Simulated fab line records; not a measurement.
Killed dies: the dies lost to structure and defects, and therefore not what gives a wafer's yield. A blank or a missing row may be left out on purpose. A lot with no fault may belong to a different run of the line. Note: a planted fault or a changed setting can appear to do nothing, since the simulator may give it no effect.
Split-lot trial || flow berkeley-cmos170 || on a route of 331 steps: 5 lots, 23 wafers read

## ABOUT THE SPLIT
At UCB170_NWELL_OXIDATION_01 (target thk 26.4 nm, ox time 1260 s), the setting ox-time-s was moved away from the recipe's 1260 s on 15 of the 23 wafers read, by -7.3% to +12.9%. All remaining wafers had this setting at the recipe value.

Between the split and the reading, the file records no step.

## THE READING
NWELL_OXIDE_THK at UCB170_NWELL_THK_MEAS_02, in nm. Typical for fault-free wafers on this fab line: 26.4 nm, with standard deviation 0.49 nm.

{"wafer": "L076.1", "tool, chamber at the split": "-, -", "ox-time-s as run, s": 1390, "against the recipe": "+10.3%", "NWELL_OXIDE_THK, nm": 27.4, "against lot-mates on the recipe": "no lot-mate on the recipe"}
{"wafer": "L076.2", "tool, chamber at the split": "-, -", "ox-time-s as run, s": 1390, "against the recipe": "+10.3%", "NWELL_OXIDE_THK, nm": 27.5, "against lot-mates on the recipe": "no lot-mate on the recipe"}
{"wafer": "L076.4", "tool, chamber at the split": "-, -", "ox-time-s as run, s": 1390, "against the recipe": "+10.3%", "NWELL_OXIDE_THK, nm": 28.0, "against lot-mates on the recipe": "no lot-mate on the recipe"}
{"wafer": "L076.5", "tool, chamber at the split": "-, -", "ox-time-s as run, s": 1390, "against the recipe": "+10.3%", "NWELL_OXIDE_THK, nm": 27.6, "against lot-mates on the recipe": "no lot-mate on the recipe"}
{"wafer": "L076.6", "tool, chamber at the split": "-, -", "ox-time-s as run, s": 1390, "against the recipe": "+10.3%", "NWELL_OXIDE_THK, nm": 27.8, "against lot-mates on the recipe": "no lot-mate on the recipe"}
{"wafer": "L077.1", "tool, chamber at the split": "-, -", "ox-time-s as run, s": 1260, "against the recipe": "recipe", "NWELL_OXIDE_THK, nm": 26.4, "against lot-mates on the recipe": "-"}
{"wafer": "L077.2", "tool, chamber at the split": "-, -", "ox-time-s as run, s": 1260, "against the recipe": "recipe", "NWELL_OXIDE_THK, nm": 26.7, "against lot-mates on the recipe": "-"}
{"wafer": "L077.3", "tool, chamber at the split": "-, -", "ox-time-s as run, s": 1260, "against the recipe": "recipe", "NWELL_OXIDE_THK, nm": 26.8, "against lot-mates on the recipe": "-"}
{"wafer": "L077.4", "tool, chamber at the split": "-, -", "ox-time-s as run, s": 1260, "against the recipe": "recipe", "NWELL_OXIDE_THK, nm": 26.7, "against lot-mates on the recipe": "-"}
{"wafer": "L077.6", "tool, chamber at the split": "-, -", "ox-time-s as run, s": 1260, "against the recipe": "recipe", "NWELL_OXIDE_THK, nm": 26.9, "against lot-mates on the recipe": "-"}
{"wafer": "L078.1", "tool, chamber at the split": "-, -", "ox-time-s as run, s": 1423, "against the recipe": "+12.9%", "NWELL_OXIDE_THK, nm": 28.4, "against lot-mates on the recipe": "no lot-mate on the recipe"}
{"wafer": "L078.2", "tool, chamber at the split": "-, -", "ox-time-s as run, s": 1423, "against the recipe": "+12.9%", "NWELL_OXIDE_THK, nm": 28.3, "against lot-mates on the recipe": "no lot-mate on the recipe"}
{"wafer": "L078.3", "tool, chamber at the split": "-, -", "ox-time-s as run, s": 1423, "against the recipe": "+12.9%", "NWELL_OXIDE_THK, nm": 28.2, "against lot-mates on the recipe": "no lot-mate on the recipe"}
{"wafer": "L078.5", "tool, chamber at the split": "-, -", "ox-time-s as run, s": 1423, "against the recipe": "+12.9%", "NWELL_OXIDE_THK, nm": 28.2, "against lot-mates on the recipe": "no lot-mate on the recipe"}
{"wafer": "L078.6", "tool, chamber at the split": "-, -", "ox-time-s as run, s": 1423, "against the recipe": "+12.9%", "NWELL_OXIDE_THK, nm": 28.5, "against lot-mates on the recipe": "no lot-mate on the recipe"}
{"wafer": "L079.1", "tool, chamber at the split": "-, -", "ox-time-s as run, s": 1168, "against the recipe": "-7.3%", "NWELL_OXIDE_THK, nm": 25.6, "against lot-mates on the recipe": "no lot-mate on the recipe"}
{"wafer": "L079.2", "tool, chamber at the split": "-, -", "ox-time-s as run, s": 1168, "against the recipe": "-7.3%", "NWELL_OXIDE_THK, nm": 25.8, "against lot-mates on the recipe": "no lot-mate on the recipe"}
{"wafer": "L079.3", "tool, chamber at the split": "-, -", "ox-time-s as run, s": 1168, "against the recipe": "-7.3%", "NWELL_OXIDE_THK, nm": 26.0, "against lot-mates on the recipe": "no lot-mate on the recipe"}
{"wafer": "L079.5", "tool, chamber at the split": "-, -", "ox-time-s as run, s": 1168, "against the recipe": "-7.3%", "NWELL_OXIDE_THK, nm": 25.9, "against lot-mates on the recipe": "no lot-mate on the recipe"}
{"wafer": "L079.6", "tool, chamber at the split": "-, -", "ox-time-s as run, s": 1168, "against the recipe": "-7.3%", "NWELL_OXIDE_THK, nm": 25.7, "against lot-mates on the recipe": "no lot-mate on the recipe"}
{"wafer": "L084.2", "tool, chamber at the split": "furnace-02, 0", "ox-time-s as run, s": 1260, "against the recipe": "recipe", "NWELL_OXIDE_THK, nm": 26.3, "against lot-mates on the recipe": "-"}
{"wafer": "L084.3", "tool, chamber at the split": "furnace-02, 0", "ox-time-s as run, s": 1260, "against the recipe": "recipe", "NWELL_OXIDE_THK, nm": 26.5, "against lot-mates on the recipe": "-"}
{"wafer": "L084.4", "tool, chamber at the split": "furnace-02, 0", "ox-time-s as run, s": 1260, "against the recipe": "recipe", "NWELL_OXIDE_THK, nm": 26.6, "against lot-mates on the recipe": "-"}

THE FIT
A straight line over all 23 wafers: NWELL_OXIDE_THK changes by +0.118 nm for each +1% of ox-time-s; r = +0.97; the points scatter about the line by 0.22 nm.
Too few moved wafers with a lot-mate on the recipe to fit a line net of each lot's own level.

## THE WHOLE CHAIN: every reading that the file lists as answering this split, in the file's order
{"step": "UCB170_NWELL_OXIDATION_01", "what it does": "target thk 26.4 nm, ox time 1260 s", "reading": "SiO2_of_NWELL_OXIDATION_01.thk-nm (the simulator's own value, which no gauge read)", "change (the file's fit)": "+0.118 nm for each +1% of the setting", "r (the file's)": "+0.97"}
{"step": "UCB170_NWELL_THK_MEAS_02", "what it does": "", "reading": "NWELL_OXIDE_THK", "change (the file's fit)": "+0.118 for each +1% of the setting", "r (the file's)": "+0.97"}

## THE FILE'S OWN FIT
NWELL_OXIDE_THK changes by +0.118 nm for each +1% of ox-time-s, r = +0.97.
